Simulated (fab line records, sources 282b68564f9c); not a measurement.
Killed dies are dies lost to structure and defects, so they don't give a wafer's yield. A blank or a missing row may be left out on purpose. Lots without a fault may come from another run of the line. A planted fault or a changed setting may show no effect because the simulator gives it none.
Which tool did it? | flow rit_cmos | 14 lots, 42 wafers sampled, at 2 steps of a route of 202

WHAT THE GAUGES READ, wafer by wafer
The record holds no reading of a measuring or inspecting step that can be judged against a usual standard deviation.

WHICH TOOL RAN EACH LOT (tool, then ch and the chambers of the sampled wafers, then the start)
lot  | RIT_GATE_CLEAN_02              | RIT_M1_PROBE_99
L732 | wet_bench-01 ch 1, day 2 09:01 | -
L733 | wet_bench-01 ch 1, day 2 13:32 | -
L734 | wet_bench-02 ch 3, day 2 17:15 | -
L735 | wet_bench-02 ch 2, day 2 22:32 | -
L736 | wet_bench-02 ch 2, day 3 03:50 | -
L739 | wet_bench-01 ch 0, day 3 19:05 | prober-01, day 4 22:08
L740 | wet_bench-02 ch 0, day 3 23:23 | -
L742 | wet_bench-03 ch 2, day 4 09:49 | prober-02, day 5 11:33
L743 | wet_bench-03 ch 2, day 4 16:20 | prober-02, day 5 22:17
L746 | wet_bench-03 ch 2, day 5 07:17 | prober-01, day 6 08:51
L750 | wet_bench-03 ch 3, day 6 01:52 | prober-01, day 7 03:07
L751 | wet_bench-03 ch 1, day 6 07:08 | -
L752 | wet_bench-01 ch 3, day 6 11:35 | -
L755 | wet_bench-01 ch 2, day 7 03:49 | prober-02, day 8 04:18
- RIT_GATE_CLEAN_02: cleans in dHF, time 30 s.
- RIT_M1_PROBE_99

WHAT THE TOOLS THEMSELVES READ (means of the sampled wafers that have a number; where no wafer has one, the mark that the record gives instead)
RIT_M1_PROBE_99. Usual: killed_at_M0_to_M3 0.0, standard deviation 0.083; killed_at_contacts 0.1, standard deviation 0.36; killed_at_front_end 7.2, standard deviation 2.9; killed_dies 7.4, standard deviation 2.9; killed_on_rim 2.0, standard deviation 1.5; killed_open 3.8, standard deviation 2; killed_short 3.5, standard deviation 2.
lot  | tool      | killed_at_M0_to_M3 | killed_at_contacts | killed_at_front_end | killed_dies | killed_on_rim | killed_open | killed_short | flag
L739 | prober-01 | 0.0                | 0.0                | 6.7                 | 6.7         | 1.3           | 4.0         | 2.7          |
L742 | prober-02 | 0.0                | 0.3                | 5.3                 | 5.7         | 1.3           | 2.3         | 3.3          |
L743 | prober-02 | 0.0                | 0.0                | 25.0                | 25.0        | 9.3           | 2.7         | 4.3          | OFF
L746 | prober-01 | 0.0                | 0.0                | 26.0                | 26.0        | 10.7          | 3.3         | 3.0          | OFF
L750 | prober-01 | 0.0                | 0.0                | 4.7                 | 4.7         | 1.3           | 2.3         | 1.7          |
L755 | prober-02 | 0.0                | 0.7                | 4.0                 | 4.7         | 1.7           | 3.3         | 1.3          |

THE ANSWER, worked out from the rows above alone
Rule: a lot is off if the mean of its wafers that have a number lies more than 3 standard deviations from the usual mean. A lot without any number at a reading at which 4 lots or more have one is off too. The other lots that the step has rows for count as sound. The gauges are gone through in route order, then the tools' own readings, and for those a lot's mean is taken as printed above. The first step at which some lot is off is used, and at that step the reading that is off furthest; a lot without a number counts as furthest.
Off: L743, L746, at RIT_M1_PROBE_99 (killed_at_front_end). Neither off nor sound, because the step has no rows for them: L732, L733, L734, L735, L736, L740, L751, L752.
A tool fits if, at that step or a process step before it, it ran every lot that is off, and no sound lot after the first of them. None of those tried fits.

WHAT THE SIMULATOR HAD PUT IN
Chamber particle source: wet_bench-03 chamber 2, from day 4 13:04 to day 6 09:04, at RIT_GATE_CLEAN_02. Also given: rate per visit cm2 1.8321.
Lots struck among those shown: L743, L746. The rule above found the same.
